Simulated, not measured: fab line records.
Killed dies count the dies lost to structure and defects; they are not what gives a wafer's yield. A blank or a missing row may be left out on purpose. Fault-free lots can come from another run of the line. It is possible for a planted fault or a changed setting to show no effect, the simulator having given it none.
Which tool is to blame? / flow berkeleyCmos170 / Sampling: 15 lots, 45 wafers, 3 of 331 route steps

== WHAT THE GAUGES READ, wafer by wafer ==
UCB170_SCREENOX_THK_MEAS_02.
lot=L127; measured=day 5 02:42; on=filmMetro-02; SCREENOX_OXIDE_THK (nm)=14.48 14.26 14.33
lot=L129; measured=day 5 22:53; on=filmMetro-02; SCREENOX_OXIDE_THK (nm)=14.04 14.14 14.16
lot=L130; measured=day 6 08:58; on=filmMetro-01; SCREENOX_OXIDE_THK (nm)=14.65 14.59 14.54
lot=L131; measured=day 6 08:58; on=filmMetro-02; SCREENOX_OXIDE_THK (nm)=14.91 14.77 14.90
lot=L133; measured=day 7 06:19; on=filmMetro-02; SCREENOX_OXIDE_THK (nm)=14.26 14.03 13.98
lot=L135; measured=day 7 11:01; on=filmMetro-03; SCREENOX_OXIDE_THK (nm)=14.13 14.53 14.09
lot=L136; measured=day 7 17:13; on=filmMetro-01; SCREENOX_OXIDE_THK (nm)=14.28 14.25 13.94
lot=L139; measured=day 8 00:15; on=filmMetro-03; SCREENOX_OXIDE_THK (nm)=14.08 14.44 14.23
lot=L140; measured=day 8 07:13; on=filmMetro-02; SCREENOX_OXIDE_THK (nm)=14.33 14.28 14.28
lot=L141; measured=day 8 18:25; on=filmMetro-02; SCREENOX_OXIDE_THK (nm)=14.55 14.28 14.33
lot=L142; measured=day 8 18:26; on=filmMetro-01; SCREENOX_OXIDE_THK (nm)=14.42 14.78 14.43
lot=L143; measured=day 9 00:50; on=filmMetro-02; SCREENOX_OXIDE_THK (nm)=13.86 14.02 14.02
lot=L145; measured=day 9 00:50; on=filmMetro-01; SCREENOX_OXIDE_THK (nm)=14.57 14.50 14.31
lot=L144; measured=day 9 00:55; on=filmMetro-03; SCREENOX_OXIDE_THK (nm)=14.27 14.25 14.19
lot=L149; measured=day 10 13:01; on=filmMetro-02; SCREENOX_OXIDE_THK (nm)=14.46 14.57 14.48

UCB170_NSD_CD_MEAS_06: target cd 1200 nm.
lot=L127; measured=day 6 12:10; on=cdSem-01; cdNm (nm)=1200.5 1202.8 1202.2
lot=L129; measured=day 7 12:34; on=cdSem-02; cdNm (nm)=1198.4 1199.5 1199.0
lot=L130; measured=day 7 18:35; on=cdSem-01; cdNm (nm)=1200.9 1199.3 1199.1
lot=L131; measured=day 7 18:21; on=cdSem-02; cdNm (nm)=1200.8 1199.5 1199.3
lot=L139; measured=day 9 10:09; on=cdSem-01; cdNm (nm)=1199.7 1200.9 1199.2
lot=L140; measured=day 10 04:21; on=cdSem-01; cdNm (nm)=1198.1 1198.8 1198.3
lot=L141; measured=day 10 05:04; on=cdSem-01; cdNm (nm)=1199.5 1198.3 1198.6
lot=L142; measured=day 10 04:36; on=cdSem-02; cdNm (nm)=1199.2 1198.7 1198.8
lot=L143; measured=day 10 13:47; on=cdSem-02; cdNm (nm)=1200.1 1200.4 1200.4
lot=L145; measured=day 10 08:46; on=cdSem-01; cdNm (nm)=1199.8 1198.5 1199.1
lot=L144; measured=day 10 14:16; on=cdSem-02; cdNm (nm)=1198.1 1197.6 1198.0
lot=L149; measured=day 11 22:39; on=cdSem-01; cdNm (nm)=1198.1 1198.9 1198.2

== EACH LOT AND THE TOOL THAT RAN IT (in order: tool; ch and the chambers of the sampled wafers; start) ==
lot=L127; UCB170_GATE_OXIDATION_01=furnace-04 ch 0, day 5 13:21
lot=L129; UCB170_GATE_OXIDATION_01=furnace-04 ch 0, day 6 09:54
lot=L130; UCB170_GATE_OXIDATION_01=furnace-01 ch 0, day 6 19:31
lot=L131; UCB170_GATE_OXIDATION_01=furnace-01 ch 0, day 6 19:31
lot=L133; UCB170_GATE_OXIDATION_01=furnace-04, day 7 18:40
lot=L135; UCB170_GATE_OXIDATION_01=furnace-04, day 7 18:40
lot=L136; UCB170_GATE_OXIDATION_01=furnace-01, day 8 05:18
lot=L139; UCB170_GATE_OXIDATION_01=furnace-04 ch 0, day 8 10:52
lot=L140; UCB170_GATE_OXIDATION_01=furnace-01 ch 0, day 9 00:50
lot=L141; UCB170_GATE_OXIDATION_01=furnace-01 ch 0, day 9 00:50
lot=L142; UCB170_GATE_OXIDATION_01=furnace-01 ch 0, day 9 00:50
lot=L143; UCB170_GATE_OXIDATION_01=furnace-04 ch 0, day 9 11:56
lot=L145; UCB170_GATE_OXIDATION_01=furnace-04 ch 0, day 9 11:56
lot=L144; UCB170_GATE_OXIDATION_01=furnace-04 ch 0, day 9 11:56
lot=L149; UCB170_GATE_OXIDATION_01=furnace-01 ch 0, day 11 00:07
- UCB170_GATE_OXIDATION_01: target thk 6.6 nm, ox time 1800 s.

== AS READ BY THE TOOLS THEMSELVES (means over the sampled wafers that have a number; for cases with no such wafer, the mark the record gives instead) ==
UCB170_GATE_OXIDATION_01.
lot=L127; tool=furnace-04; oxTempC (C)=850.1; oxTempCMax=852.9; zonePowerLoadPct (%)=21.9
lot=L129; tool=furnace-04; oxTempC (C)=850.2; oxTempCMax=853.6; zonePowerLoadPct (%)=22.0
lot=L130; tool=furnace-01; oxTempC (C)=849.7; oxTempCMax=852.5; zonePowerLoadPct (%)=26.2
lot=L131; tool=furnace-01; oxTempC (C)=850.0; oxTempCMax=852.9; zonePowerLoadPct (%)=26.9
lot=L133; tool=furnace-04; oxTempC (C)=-; oxTempCMax=-; zonePowerLoadPct (%)=-
lot=L135; tool=furnace-04; oxTempC (C)=-; oxTempCMax=-; zonePowerLoadPct (%)=-
lot=L136; tool=furnace-01; oxTempC (C)=-; oxTempCMax=-; zonePowerLoadPct (%)=-
lot=L139; tool=furnace-04; oxTempC (C)=850.0; oxTempCMax=853.5; zonePowerLoadPct (%)=22.2
lot=L140; tool=furnace-01; oxTempC (C)=850.2; oxTempCMax=853.0; zonePowerLoadPct (%)=26.8
lot=L141; tool=furnace-01; oxTempC (C)=849.8; oxTempCMax=852.8; zonePowerLoadPct (%)=26.7
lot=L142; tool=furnace-01; oxTempC (C)=850.0; oxTempCMax=853.0; zonePowerLoadPct (%)=26.9
lot=L143; tool=furnace-04; oxTempC (C)=849.8; oxTempCMax=852.8; zonePowerLoadPct (%)=22.2
lot=L145; tool=furnace-04; oxTempC (C)=850.2; oxTempCMax=853.5; zonePowerLoadPct (%)=22.0
lot=L144; tool=furnace-04; oxTempC (C)=850.3; oxTempCMax=853.3; zonePowerLoadPct (%)=22.0
lot=L149; tool=furnace-01; oxTempC (C)=849.5; oxTempCMax=852.5; zonePowerLoadPct (%)=27.0

== THE ANSWER, worked out from the rows above alone ==
Rule: the lots themselves supply what counts as usual. Put in order of their means at a reading, lots are off if they are a third of the lots or fewer, leave a main group of 4 or more, and stand apart from it by a gap of 3 or more times the standard deviation of the main group's means; of several such gaps the widest counts. A main group is skipped when, at the precision printed for the reading in the tables above, its means are all equal. Also off: a lot with no number at a reading for which 4 or more lots have one. The other lots that the step has rows for count as sound. First the gauges in route order, then the tools' own readings, where a lot's mean is used as printed above. The first step at which some lot is off is used, and at that step the reading that is off furthest; a lot without a number counts as furthest.
Off: L133, L135, L136, at UCB170_GATE_OXIDATION_01 (oxTempC). Without a number there: L133, L135, L136. For the main group the mean is 850.0 C and the standard deviation 0.23.
A tool fits if, at that step or a process step before it, it ran every lot that is off, and no sound lot after the first of them. No candidate that was tried fits.

== WHAT WAS PUT IN BY THE SIMULATOR ==
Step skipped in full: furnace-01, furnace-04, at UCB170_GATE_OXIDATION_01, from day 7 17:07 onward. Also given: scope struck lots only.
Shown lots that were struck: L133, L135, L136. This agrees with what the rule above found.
